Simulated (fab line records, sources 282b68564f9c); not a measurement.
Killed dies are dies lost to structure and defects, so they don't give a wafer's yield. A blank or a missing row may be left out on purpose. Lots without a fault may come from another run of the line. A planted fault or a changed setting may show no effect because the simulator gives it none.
One fault seen from 2 desks | flow rit_cmos | each desk has only its own numbers; what lay behind them comes last

THE TOOL OWNER'S DESK: furnace-04
The tool's own readings at RIT_FOX1_OXIDATION_00 (target thk 350.7 nm, ox time 1130 s): means of the sampled wafers that have a number, for each lot that ran on this tool. A lot is out of limits, marked OUT, if its mean lies more than 4 standard deviations from the usual mean; the brackets give that distance.
Columns: A = zone_power_source_pct at RIT_FOX1_OXIDATION_00, usual 41.7 %
lot  | first seen here | A
L855 | day 3 03:12     | 42.1
L858 | day 3 19:03     | 42.1
L863 | day 4 20:13     | 41.5
L864 | day 5 01:13     | 42.1
This desk's finding: nothing out of limits on any of the 4 lots.

THE METROLOGY DESK
What the gauges read, lot by lot, whatever tool the lot ran on: means of the sampled wafers that have a number. A lot is out of limits, marked OUT, if its mean lies more than 4 standard deviations from the usual mean; the brackets give that distance.
Columns: A = ACTIVE_OXIDE_THK at RIT_ACTIVE_THK_MEAS_02, usual 46.8 nm; B = FOX1_OXIDE_THK at RIT_FOX1_THK_MEAS_01, usual 349 nm; C = NWELL_RS at RIT_WELLDRIVE_RS_MEAS_01, usual 275.5 ohm/sq; D = NSD_OVL at RIT_NSD_OVL_MEAS_06, usual 0.0 nm
lot  | first seen here | A    | B             | C     | D
L848 | day 1 12:04     | 47.4 | 351           | 276.0 | 0.9
L849 | day 1 17:04     | 46.0 | 351           | 275.0 | 0.2
L850 | day 1 22:04     | 46.5 | 346           | 275.4 | -0.8
L851 | day 2 03:03     | 47.9 | 348           | 276.1 | 2.6
L852 | day 2 08:03     | 47.4 | 348           | 274.3 | -1.7
L853 | day 2 13:03     | 48.2 | 360           | 275.6 | 0.6
L854 | day 2 18:03     | 46.9 | 356           | 277.3 | 0.2
L855 | day 2 23:05     | 45.9 | 349           | 274.9 | 1.2
L856 | day 3 04:03     | 47.3 | 347           | 275.2 | 0.7
L857 | day 3 09:03     | 46.8 | 337           | 275.4 | -0.5
L858 | day 3 14:03     | 46.8 | 340           | 275.5 | -0.8
L861 | day 4 06:19     | 44.9 | 348           | 276.7 | 0.1
L863 | day 4 15:03     | 47.9 | 230 (-17) OUT | 275.2 | -0.5
L864 | day 4 20:11     | 47.7 | 236 (-16) OUT | 275.7 | 0.8
This desk's finding: out of limits on L863, L864; first on L863, day 4 21:32 (FOX1_OXIDE_THK at RIT_FOX1_THK_MEAS_01). In limits: L848, L849, L850, L851, L852, L853, L854, L855, L856, L857, L858, L861.

PUT TOGETHER
The metrology desk could have raised an alarm at day 4 21:32, on L863, L864.
The tool owner's desk saw nothing out of limits.
The tool owner's desk has L863, L864 on record, within its limits.
Of the lots named, all ran RIT_FOX1_OXIDATION_00 on furnace-04.

WHAT THE SIMULATOR HAD PUT IN
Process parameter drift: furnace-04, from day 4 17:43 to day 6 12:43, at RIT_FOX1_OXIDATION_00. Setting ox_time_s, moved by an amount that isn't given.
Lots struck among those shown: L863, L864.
Hours from the fault's start to each desk's first reading out of limits: the metrology desk, 4.
